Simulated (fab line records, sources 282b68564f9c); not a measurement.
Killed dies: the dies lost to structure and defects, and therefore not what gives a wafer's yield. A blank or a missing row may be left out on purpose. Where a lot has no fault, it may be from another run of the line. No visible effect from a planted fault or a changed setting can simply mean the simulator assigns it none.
Struck lot and sound lot, side by side :: flow rit-cmos :: 43 out of 202 route steps
Sound: wafers L279.3, L279.4, L279.5. Struck: wafers L288.2, L288.3, L288.4. Last of all comes the cause.
Order at every step that has rows: each side's tool, ch and its chambers, its first start. Under that, the readings that differ: sound wafers :: struck wafers :: difference of the means :: sigmas: that difference in standard deviations of wafers without a fault.
alike: same words and numbers on both sides, and readings whose means sit less than 2 such deviations apart. not compared: any withheld reading, any reading some wafer has no value for, any bound like >300 that may hide the same value, and any number with overlapping values for which the record gives no deviation.
Wherever a step has rows on one side only, a row that says differs or no value, or a row with sigmas, the two part there. Numbers that have no deviation but don't overlap get no sigmas and don't part them. A reading missing from all wafers of one side parts the sides only when that side holds two or more wafers.

first, 4 steps without rows for these wafers: RIT_GATE_SOFTBAKE_12 (time 60 s); RIT_GATE_EXPOSE_13 (exposes mask M6, target cd 150 nm); RIT_GATE_PEB_14; RIT_GATE_DEVELOP_15 (develop time 50 s).
RIT_GATE_CD_MEAS_16 targets a cd of 150 nm.
  sound: cd-sem-02 at day 4 05:50; struck: cd-sem-01 at day 6 04:34
  alike: cd-nm
RIT_GATE_OVL_MEAS_17:
  sound: overlay-01 at day 4 05:56; struck: overlay-01 at day 6 04:41
  alike: GATE_OVL
then, 1 step without rows for these wafers: RIT_GATE_HARDBAKE_18 (time 60 s).
RIT_GATE_ETCH_19: etches poly-Si in SF6/CHF3/O2, stops on SiO2, time 165 s, target depth 312.5 nm.
  sound on rie-si-01 ch 0,1,3, day 4 06:13; struck on rie-si-02 ch 1,2,3, day 6 04:52
  alike: O2_flow_sccm, drypump-motor-current-A, oes-product-au, throttle-valve-pct
  not compared: rf-hours-counter-h
RIT_GATE_STRIP_20: strips in O2, time 180 s.
  sound on plasma-asher-03 ch 0,1, day 4 06:23; struck on plasma-asher-03 ch 0,1, day 6 04:58
  alike: drypump-motor-current-A
  not compared: rf-hours-counter-h
RIT_GATE_CD_MEAS_90 targets a cd of 150 nm.
  sound: cd-sem-02 at day 4 06:32; struck: cd-sem-01 at day 6 05:10
  alike: cd-nm
then, 2 steps without rows for these wafers: RIT_REOX_CLEAN_00 (cleans in SC1, time 600 s); RIT_REOX_CLEAN_01 (cleans in dHF, time 30 s).
RIT_REOX_CLEAN_02: cleans in SC2, time 600 s.
  sound on wet-bench-04 ch 0, day 4 06:49; struck on wet-bench-04 ch 2, day 6 05:27
then, 1 step without rows for these wafers: RIT_REOX_OXIDATION_03 (target thk 25.2 nm, ox time 5580 s).
RIT_REOX_THK_MEAS_04:
  sound: film-metro-02 at day 4 09:35; struck: film-metro-04 at day 6 08:11
  alike: REOX_OXIDE_THK
then, 6 steps without rows for these wafers: RIT_NLDD_HMDS_00 (prime time 60 s); RIT_NLDD_COAT_01 (resist thk 1000 nm); RIT_NLDD_SOFTBAKE_02 (time 60 s); RIT_NLDD_EXPOSE_03 (exposes mask M7, target cd 40700 nm); RIT_NLDD_PEB_04; RIT_NLDD_DEVELOP_05 (develop time 50 s).
RIT_NLDD_OVL_MEAS_06:
  sound: overlay-02 at day 4 10:29; struck: overlay-01 at day 6 09:13
  alike: NLDD_OVL
then, 2 steps without rows for these wafers: RIT_NLDD_HARDBAKE_07 (time 60 s); RIT_NLDD_IMPLANT_08.
RIT_NLDD_STRIP_09: strips in O2, time 180 s.
  sound on plasma-asher-01 ch 0,1, day 4 10:52; struck on plasma-asher-01 ch 0,1, day 6 09:33
  alike: drypump-motor-current-A
  not compared: rf-hours-counter-h
RIT_NLDD_TW_MEAS_10:
  sound: film-metro-01 at day 4 11:00; struck: film-metro-01 at day 6 09:44
  alike: NLDD_TW
then, 6 steps without rows for these wafers: RIT_PLDD_HMDS_00 (prime time 60 s); RIT_PLDD_COAT_01 (resist thk 1000 nm); RIT_PLDD_SOFTBAKE_02 (time 60 s); RIT_PLDD_EXPOSE_03 (exposes mask M8, target cd 40900 nm); RIT_PLDD_PEB_04; RIT_PLDD_DEVELOP_05 (develop time 50 s).
RIT_PLDD_OVL_MEAS_06:
  sound: overlay-02 at day 4 11:54; struck: overlay-01 at day 6 10:38
  alike: PLDD_OVL
then, 2 steps without rows for these wafers: RIT_PLDD_HARDBAKE_07 (time 60 s); RIT_PLDD_IMPLANT_08.
RIT_PLDD_STRIP_09: strips in O2, time 180 s.
  sound on plasma-asher-04 ch 0,1, day 4 12:17; struck on plasma-asher-04 ch 0,1, day 6 10:58
  alike: drypump-motor-current-A
  not compared: rf-hours-counter-h
RIT_PLDD_TW_MEAS_10:
  sound: film-metro-02 at day 4 12:25; struck: film-metro-03 at day 6 11:10
  alike: PLDD_TW
then, 4 steps without rows for these wafers: RIT_SPACER_CLEAN_00 (cleans in SC1, time 600 s); RIT_SPACER_CLEAN_01 (cleans in dHF, time 30 s); RIT_SPACER_CLEAN_02 (cleans in SC2, time 600 s); RIT_SPACER_CVD_03 (deposits Si3N4 from SiH2Cl2/NH3, target thk 250 nm, time 3300 s).
RIT_SPACER_THK_MEAS_04:
  sound: film-metro-01 at day 4 15:52; struck: film-metro-04 at day 6 13:30
  alike: SPACER_NITRIDE_THK
RIT_M1_PROBE_99:
  sound: prober-01 at day 5 03:24; struck: prober-02 at day 7 00:41
reading: model.etest.diode-nwell-sub.leak-log10-a-cm2
sound: -7.059 -7.394 -7.493
struck: -6.945 -6.874 -6.714
difference: +0.471
sigmas: 
  alike: killed-at-contacts, killed-at-front-end, killed-dies, killed-on-rim, killed-open, killed-short

## WHERE THEY PART
Nowhere in this record.

WHY: what the simulator had put in
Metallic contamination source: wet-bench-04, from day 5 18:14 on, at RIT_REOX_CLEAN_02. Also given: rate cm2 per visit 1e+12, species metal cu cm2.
